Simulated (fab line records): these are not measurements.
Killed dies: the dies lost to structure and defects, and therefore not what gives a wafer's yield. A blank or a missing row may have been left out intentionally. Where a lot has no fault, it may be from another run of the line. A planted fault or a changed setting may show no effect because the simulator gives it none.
Which of the tools did it? | flow rit-cmos | 14 lots, 42 wafers sampled, at 2 steps of a route of 202

## WHAT EACH GAUGE READ, for each wafer
RIT_GATE_THK_MEAS_07.
lot  | measured    | on            | GATE_OXIDE_THK (nm)
L741 | day 2 21:13 | film-metro-04 | 3.02 2.99 2.96
L742 | day 3 01:04 | film-metro-02 | 2.99 3.00 2.94
L746 | day 3 17:52 | film-metro-04 | 4.04 3.98 3.92
L749 | day 4 10:50 | film-metro-02 | 2.98 3.00 3.06
L750 | day 4 13:33 | film-metro-01 | 4.14 4.10 4.16
L752 | day 5 01:53 | film-metro-04 | 2.93 2.98 3.00
L753 | day 5 03:45 | film-metro-04 | 2.94 3.04 2.95
L754 | day 5 07:23 | film-metro-01 | 3.08 3.11 3.11
L755 | day 5 15:04 | film-metro-02 | 3.09 3.11 3.09
L758 | day 6 07:26 | film-metro-01 | 3.07 3.09 3.08
L760 | day 6 18:14 | film-metro-01 | 2.94 3.04 2.88
L761 | day 6 21:17 | film-metro-02 | 3.12 3.17 3.13
L762 | day 7 00:54 | film-metro-04 | 3.08 3.14 3.05
L763 | day 7 07:06 | film-metro-04 | 3.03 3.05 3.08

## TOOL THAT RAN EACH LOT (tool first, then ch and the chambers of the sampled wafers, then the start)
lot  | RIT_GATE_OXIDATION_05
L741 | furnace-04 ch 0, day 2 16:44
L742 | furnace-01 ch 0, day 2 23:44
L746 | furnace-04 ch 0, day 3 16:33
L749 | furnace-03 ch 0, day 4 09:31
L750 | furnace-04 ch 0, day 4 11:45
L752 | furnace-01 ch 0, day 4 22:36
L753 | furnace-01 ch 0, day 5 02:25
L754 | furnace-01 ch 0, day 5 06:03
L755 | furnace-03 ch 0, day 5 12:35
L758 | furnace-03 ch 0, day 6 05:14
L760 | furnace-03 ch 0, day 6 14:22
L761 | furnace-03 ch 0, day 6 19:33
L762 | furnace-03 ch 0, day 6 23:34
L763 | furnace-04 ch 0, day 7 04:28
- RIT_GATE_OXIDATION_05: target thk 3 nm, ox time 270 s.

## AS READ BY THE TOOLS THEMSELVES (means over the sampled wafers that have a number; for cases with no such wafer, the mark the record gives instead)
RIT_GATE_OXIDATION_05.
lot  | tool       | ox-temp-c-max | tube_center_temp_C_max
L741 | furnace-04 | 904.8         | 902.3
L742 | furnace-01 | 906.5         | 902.9
L746 | furnace-04 | 904.8         | 902.6
L749 | furnace-03 | 905.3         | 902.6
L750 | furnace-04 | 904.2         | 902.0
L752 | furnace-01 | 908.1         | 902.3
L753 | furnace-01 | 909.7         | 902.0
L754 | furnace-01 | 908.7         | 902.0
L755 | furnace-03 | 905.3         | 902.4
L758 | furnace-03 | 904.1         | 902.3
L760 | furnace-03 | 905.4         | 902.8
L761 | furnace-03 | 905.9         | 902.2
L762 | furnace-03 | 904.3         | 902.3
L763 | furnace-04 | 904.5         | 902.3

## THE ANSWER, worked out from the rows above alone
Rule: the usual values come from the lots themselves. The widest of any qualifying gaps counts: lots, ordered by their means at a reading, are off when they make up no more than a third of the lots, leave a main group of 4 or more, and stand apart from it by 3 or more times the standard deviation of that group's means. A main group is skipped when, at the precision printed for the reading in the tables above, its means are all equal. A lot without any number at a reading at which 4 lots or more have one is off too. Any other lot the step has rows for is counted as sound. The gauges are gone through in route order, then the tools' own readings, and for those a lot's mean is taken as printed above. The first step at which some lot is off is used, and at that step the reading that is off furthest; a lot without a number counts as furthest.
Off: L746, L750, seen at RIT_GATE_THK_MEAS_07 (GATE_OXIDE_THK). The main group: mean 3.04 nm, standard deviation 0.061.
A tool fits if, at a process step before that reading, it ran every lot that is off, and no sound lot after the first of them. Those tools and the gauges at RIT_GATE_THK_MEAS_07 are tried in the same way. No candidate that was tried fits.

## WHAT THE SIMULATOR PUT IN
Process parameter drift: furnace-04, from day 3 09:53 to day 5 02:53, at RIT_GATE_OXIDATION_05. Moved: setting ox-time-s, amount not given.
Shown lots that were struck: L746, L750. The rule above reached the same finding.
